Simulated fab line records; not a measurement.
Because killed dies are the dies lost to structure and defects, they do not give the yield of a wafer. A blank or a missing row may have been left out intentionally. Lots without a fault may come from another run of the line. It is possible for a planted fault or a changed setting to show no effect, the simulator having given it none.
Which tool was responsible? + flow berkeley_cmos170 + 42 wafers from 14 lots sampled at 4 of the route's 331 steps

## WHAT THE GAUGES SHOWED, per wafer
UCB170_FIELD_THK_MEAS_91. Usual: for FIELD_OXIDE_LEFT_2_THK the level is 353 nm and the standard deviation is 10.
| lot  | measured     | on            | FIELD_OXIDE_LEFT_2_THK (nm) | flag |
|------|--------------|---------------|-----------------------------|------|
| L219 | day 6 10:53  | film_metro-04 | 344 350 342                 |      |
| L220 | day 6 11:21  | film_metro-02 | 352 353 349                 |      |
| L221 | day 7 04:17  | film_metro-03 | 352 352 346                 |      |
| L223 | day 7 08:25  | film_metro-03 | 340 338 339                 |      |
| L229 | day 8 23:23  | film_metro-03 | 365 368 377                 |      |
| L228 | day 9 00:21  | film_metro-04 | 359 354 366                 |      |
| L230 | day 9 00:31  | film_metro-04 | 359 368 365                 |      |
| L234 | day 9 17:32  | film_metro-03 | 352 353 360                 |      |
| L235 | day 9 17:58  | film_metro-02 | 356 358 356                 |      |
| L237 | day 10 13:54 | film_metro-03 | 347 344 347                 |      |
| L241 | day 11 04:45 | film_metro-02 | 367 372 372                 |      |
| L240 | day 11 05:44 | film_metro-04 | 342 355 354                 |      |
| L242 | day 11 06:03 | film_metro-04 | 350 348 337                 |      |
| L238 | day 11 10:23 | film_metro-03 | 345 343 334                 |      |

UCB170_GATE_CD_MEAS_12: target cd 350 nm. Usual: 349.8 nm for cd_nm, sd 1.2.
| lot  | measured     | on        | cd_nm (nm)        | flag |
|------|--------------|-----------|-------------------|------|
| L219 | day 6 23:27  | cd_sem-02 | 349.2 349.2 348.9 |      |
| L220 | day 7 00:25  | cd_sem-01 | 349.5 348.9 350.1 |      |
| L221 | day 7 20:46  | cd_sem-02 | 347.1 348.3 347.6 |      |
| L223 | day 7 20:32  | cd_sem-02 | 351.4 351.6 351.1 |      |
| L229 | day 9 10:28  | cd_sem-02 | 348.7 348.8 348.3 |      |
| L228 | day 9 10:58  | cd_sem-02 | 349.8 349.6 350.1 |      |
| L230 | day 9 11:06  | cd_sem-02 | 351.6 350.5 350.2 |      |
| L234 | day 10 08:59 | cd_sem-01 | 349.3 349.6 349.4 |      |
| L235 | day 10 08:49 | cd_sem-02 | 351.3 351.9 350.5 |      |
| L237 | day 11 07:47 | cd_sem-02 | 349.2 349.3 348.4 |      |
| L241 | day 11 15:13 | cd_sem-02 | 349.8 350.3 349.0 |      |
| L240 | day 11 14:55 | cd_sem-01 | 349.4 349.8 350.5 |      |
| L242 | day 11 15:17 | cd_sem-01 | 349.1 348.7 348.4 |      |
| L238 | day 11 20:47 | cd_sem-01 | 352.5 350.1 351.2 |      |

UCB170_NSD_CD_MEAS_06: target cd 1200 nm. Usual: 1199.9 nm for cd_nm, sd 1.2.
| lot  | measured     | on        | cd_nm (nm)           | flag |
|------|--------------|-----------|----------------------|------|
| L219 | day 7 18:28  | cd_sem-02 | 1198.9 1199.9 1200.7 |      |
| L220 | day 7 18:37  | cd_sem-01 | 1199.5 1198.9 1201.1 |      |
| L221 | day 8 11:41  | cd_sem-02 | 1201.3 1199.7 1200.1 |      |
| L223 | day 8 11:34  | cd_sem-01 | 1203.0 1200.4 1202.0 |      |
| L229 | day 10 07:07 | cd_sem-01 | 1212.1 1211.0 1211.0 | OFF  |
| L228 | day 10 07:08 | cd_sem-02 | 1200.2 1200.7 1198.6 |      |
| L230 | day 10 06:36 | cd_sem-01 | 1210.9 1211.5 1212.3 | OFF  |
| L234 | day 11 05:35 | cd_sem-01 | 1200.3 1202.8 1201.2 |      |
| L235 | day 11 05:55 | cd_sem-02 | 1201.6 1202.9 1200.9 |      |
| L237 | day 11 20:02 | cd_sem-02 | 1200.5 1200.3 1199.5 |      |
| L241 | day 12 07:04 | cd_sem-01 | 1201.8 1199.7 1201.5 |      |
| L240 | day 12 06:55 | cd_sem-02 | 1198.2 1197.9 1198.1 |      |
| L242 | day 12 07:10 | cd_sem-01 | 1199.6 1199.5 1198.4 |      |
| L238 | day 12 11:07 | cd_sem-01 | 1200.0 1199.6 1198.9 |      |

## WHICH TOOL RAN EACH LOT (tool, then ch and the chambers of the sampled wafers, then the start)
| lot  | UCB170_NSD_PEB_04                 |
|------|-----------------------------------|
| L219 | litho_track-02 ch 0, day 7 18:12  |
| L220 | litho_track-04 ch 0, day 7 18:20  |
| L221 | litho_track-04 ch 0, day 8 11:25  |
| L223 | litho_track-02 ch 0, day 8 11:17  |
| L229 | litho_track-02 ch 0, day 10 06:50 |
| L228 | litho_track-04 ch 0, day 10 06:52 |
| L230 | litho_track-02 ch 0, day 10 06:20 |
| L234 | litho_track-04 ch 0, day 11 05:19 |
| L235 | litho_track-04 ch 0, day 11 05:40 |
| L237 | litho_track-01 ch 0, day 11 19:46 |
| L241 | litho_track-04 ch 0, day 12 06:47 |
| L240 | litho_track-01 ch 0, day 12 06:39 |
| L242 | litho_track-01 ch 0, day 12 06:54 |
| L238 | litho_track-01 ch 0, day 12 10:50 |
- UCB170_NSD_PEB_04

## WHAT THE TOOLS THEMSELVES READ (means of the sampled wafers that have a number; where no wafer has one, the mark that the record gives instead)
UCB170_NSD_PEB_04. Usual: heater_power_total_W 56.80 W, standard deviation 0.048; plate_temp_C 130.03 C, standard deviation 0.15.
| lot  | tool           | heater_power_total_W (W) | plate_temp_C (C) | flag |
|------|----------------|--------------------------|------------------|------|
| L219 | litho_track-02 | 56.81                    | 130.16           |      |
| L220 | litho_track-04 | 56.86                    | 130.14           |      |
| L221 | litho_track-04 | 56.79                    | 130.04           |      |
| L223 | litho_track-02 | 56.76                    | 130.06           |      |
| L229 | litho_track-02 | 58.07                    | 132.31           | OFF  |
| L228 | litho_track-04 | 56.81                    | 130.03           |      |
| L230 | litho_track-02 | 58.10                    | 132.34           | OFF  |
| L234 | litho_track-04 | 56.81                    | 130.18           |      |
| L235 | litho_track-04 | 56.78                    | 129.82           |      |
| L237 | litho_track-01 | 56.76                    | 130.05           |      |
| L241 | litho_track-04 | 56.78                    | 129.91           |      |
| L240 | litho_track-01 | 56.78                    | 130.00           |      |
| L242 | litho_track-01 | 56.78                    | 130.16           |      |
| L238 | litho_track-01 | 56.84                    | 129.94           |      |

## THE ANSWER, worked out from the rows above alone
Rule: lot off if the mean of its wafers having a number is beyond 3 standard deviations from the usual mean. Also off: a lot with no number at a reading for which 4 or more lots have one. All remaining lots with rows at the step are treated as sound. Order of review: gauges by route order, followed by the tools' own readings, for which a lot's mean as printed above is used. The first step at which some lot is off is used, and at that step the reading that is off furthest; a lot without a number counts as furthest.
Off: L229, L230 (UCB170_NSD_CD_MEAS_06, cd_nm).
A tool fits if, at a process step before that reading, it ran every lot that is off, and no sound lot after the first of them. The gauges at UCB170_NSD_CD_MEAS_06 aren't tried: what is off there is off at UCB170_NSD_PEB_04 too, on other tools, and a gauge's error can't cause that. One fits: UCB170_NSD_PEB_04 on litho_track-02. Its last sound lot is L223 (day 8 11:17), its first lot that is off L230 (day 10 06:20): a fault that began between those two fits.
The tool's own readings at UCB170_NSD_PEB_04 bear it out: on the lots that are off they differ by more than 5 times the standard deviation of the sound lots' means. heater_power_total_W reads 58.09 W there against 56.80 W on the sound lots; plate_temp_C reads 132.32 C there against 130.04 C on the sound lots.

## WHAT HAD BEEN PUT IN BY THE SIMULATOR
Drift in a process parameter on litho_track-02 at UCB170_NSD_PEB_04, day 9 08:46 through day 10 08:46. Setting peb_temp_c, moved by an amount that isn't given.
Lots struck among those shown: L229, L230. The rule above reached the same finding.
